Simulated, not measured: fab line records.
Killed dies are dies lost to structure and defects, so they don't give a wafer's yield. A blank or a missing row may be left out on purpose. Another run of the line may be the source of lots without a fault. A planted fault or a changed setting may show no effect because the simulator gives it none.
Which of the tools did it? | flow berkeleyCmos170 | 14 lots with 42 wafers sampled at 4 steps, on a route of 331 steps

WHAT THE GAUGES SHOWED, per wafer
UCB170_NSD_CD_MEAS_06 targets a cd of 1200 nm.
lot  | measured     | on       | cdNm (nm)
L675 | day 7 02:35  | cdSem-01 | 1201.4 1201.0 1200.5
L674 | day 7 00:27  | cdSem-01 | 1201.2 1200.2 1201.7
L679 | day 7 10:10  | cdSem-01 | 1200.7 1200.7 1200.8
L676 | day 7 10:19  | cdSem-02 | 1199.2 1198.7 1198.2
L678 | day 7 10:32  | cdSem-02 | 1199.9 1199.5 1200.2
L677 | day 7 10:48  | cdSem-01 | 1196.4 1196.5 1197.6
L680 | day 7 22:02  | cdSem-02 | 1200.5 1199.5 1201.1
L684 | day 9 01:40  | cdSem-02 | 1199.4 1199.1 1198.4
L686 | day 9 16:04  | cdSem-01 | 1201.0 1200.9 1199.9
L689 | day 10 01:20 | cdSem-02 | 1198.2 1199.9 1199.1
L690 | day 10 01:36 | cdSem-01 | 1200.4 1199.2 1199.7
L693 | day 10 10:01 | cdSem-01 | 1199.5 1198.9 1199.0
L696 | day 11 08:10 | cdSem-02 | 1198.9 1201.4 1200.3
L695 | day 11 08:18 | cdSem-01 | 1199.3 1199.6 1198.5

UCB170_M3_THK_MEAS_03: measures by xrf.
lot  | measured     | on           | M3_AL_THK (nm)
L675 | day 8 00:04  | filmMetro-01 | 912 906 899
L674 | day 8 00:17  | filmMetro-01 | 907 903 898
L679 | day 8 08:17  | filmMetro-02 | 920 912 921
L676 | day 8 10:14  | filmMetro-02 | 898 916 893
L678 | day 8 10:01  | filmMetro-02 | 903 888 894
L677 | day 8 10:08  | filmMetro-04 | 926 922 916
L680 | day 8 23:49  | filmMetro-01 | 904 909 915
L684 | day 9 22:57  | filmMetro-01 | 890 903 896
L686 | day 10 12:52 | filmMetro-04 | 901 897 907
L689 | day 11 00:37 | filmMetro-01 | 899 895 891
L690 | day 11 00:52 | filmMetro-04 | 915 895 920
L693 | day 11 05:11 | filmMetro-01 | 912 914 910
L696 | day 12 09:37 | filmMetro-04 | 913 918 915
L695 | day 12 10:29 | filmMetro-01 | 914 907 922

WHAT TOOL EACH LOT RAN ON (gives the tool, then ch and the chambers of the sampled wafers, and finally the start)
lot  | UCB170_GATE_CLEAN_17           | UCB170_PSD_STRIP_09
L675 | wetBench-02 ch 3, day 6 13:42  | plasmaAsher-03 ch 0,1, day 6 23:06
L674 | wetBench-02 ch 1, day 6 14:05  | plasmaAsher-02 ch 1, day 6 22:55
L679 | wetBench-01 ch 1, day 6 20:19  | plasmaAsher-02 ch 0,1, day 7 07:38
L676 | wetBench-02 ch 3, day 6 20:24  | plasmaAsher-03 ch 0,1, day 7 07:39
L678 | wetBench-02 ch 2, day 6 20:36  | plasmaAsher-01 ch 0,1, day 7 07:55
L677 | wetBench-01 ch 3, day 6 20:48  | plasmaAsher-02 ch 0,1, day 7 08:07
L680 | wetBench-03 ch 0, day 7 08:35  | plasmaAsher-02 ch 1, day 7 19:38
L684 | wetBench-03 ch 3, day 8 14:49  | plasmaAsher-03 ch 0,1, day 9 00:04
L686 | wetBench-03 ch 0, day 9 04:42  | plasmaAsher-02 ch 0,1, day 9 14:07
L689 | wetBench-01 ch 3, day 9 13:27  | plasmaAsher-03 ch 0,1, day 9 23:49
L690 | wetBench-01 ch 0, day 9 13:27  | plasmaAsher-02 ch 0,1, day 10 00:07
L693 | wetBench-02 ch 3, day 9 23:08  | plasmaAsher-02 ch 0,1, day 10 08:33
L696 | wetBench-02 ch 2, day 10 19:14 | plasmaAsher-03 ch 1, day 11 05:38
L695 | wetBench-02 ch 2, day 10 19:31 | plasmaAsher-01 ch 0,1, day 11 06:07
- UCB170_GATE_CLEAN_17: cleans in SPM, time 600 s.
- UCB170_PSD_STRIP_09: strips in O2.

AS READ BY THE TOOLS THEMSELVES (means over the sampled wafers that have a number; for cases with no such wafer, the mark the record gives instead)
UCB170_PSD_STRIP_09.
lot  | tool           | drypumpMotorCurrentA (A) | oesProductAu (a.u.) | stripTimeToEndpointS (s)
L675 | plasmaAsher-03 | 5.23                     | 0.601               | 29.47
L674 | plasmaAsher-02 | 5.82                     | 0.597               | 29.40
L679 | plasmaAsher-02 | 5.69                     | 0.599               | 29.31
L676 | plasmaAsher-03 | 5.21                     | 0.595               | 29.37
L678 | plasmaAsher-01 | 5.55                     | 0.601               | 29.44
L677 | plasmaAsher-02 | 5.67                     | 0.600               | 29.36
L680 | plasmaAsher-02 | 5.80                     | 0.601               | 29.39
L684 | plasmaAsher-03 | 5.38                     | 0.601               | 29.31
L686 | plasmaAsher-02 | 5.68                     | 0.596               | 29.38
L689 | plasmaAsher-03 | 5.23                     | 0.598               | 29.39
L690 | plasmaAsher-02 | 5.56                     | 0.599               | 29.43
L693 | plasmaAsher-02 | 5.55                     | 0.601               | 29.26
L696 | plasmaAsher-03 | 5.09                     | 0.604               | 29.35
L695 | plasmaAsher-01 | 5.32                     | 0.603               | 29.30

THE ANSWER, worked out from the rows above alone
Rule: what is usual is taken from the lots themselves. The widest of any qualifying gaps counts: lots, ordered by their means at a reading, are off when they make up no more than a third of the lots, leave a main group of 4 or more, and stand apart from it by 3 or more times the standard deviation of that group's means. A main group is skipped when, at the precision printed for the reading in the tables above, its means are all equal. A lot without any number at a reading at which 4 lots or more have one is off too. The other lots that the step has rows for count as sound. After the gauges, taken in route order, come the tools' own readings; for these a lot's mean is taken, as printed above. The first step at which some lot is off is used, and at that step the reading that is off furthest; a lot without a number counts as furthest.
None of the lots is off at any reading shown; this tells nothing.

WHAT WAS PUT IN BY THE SIMULATOR
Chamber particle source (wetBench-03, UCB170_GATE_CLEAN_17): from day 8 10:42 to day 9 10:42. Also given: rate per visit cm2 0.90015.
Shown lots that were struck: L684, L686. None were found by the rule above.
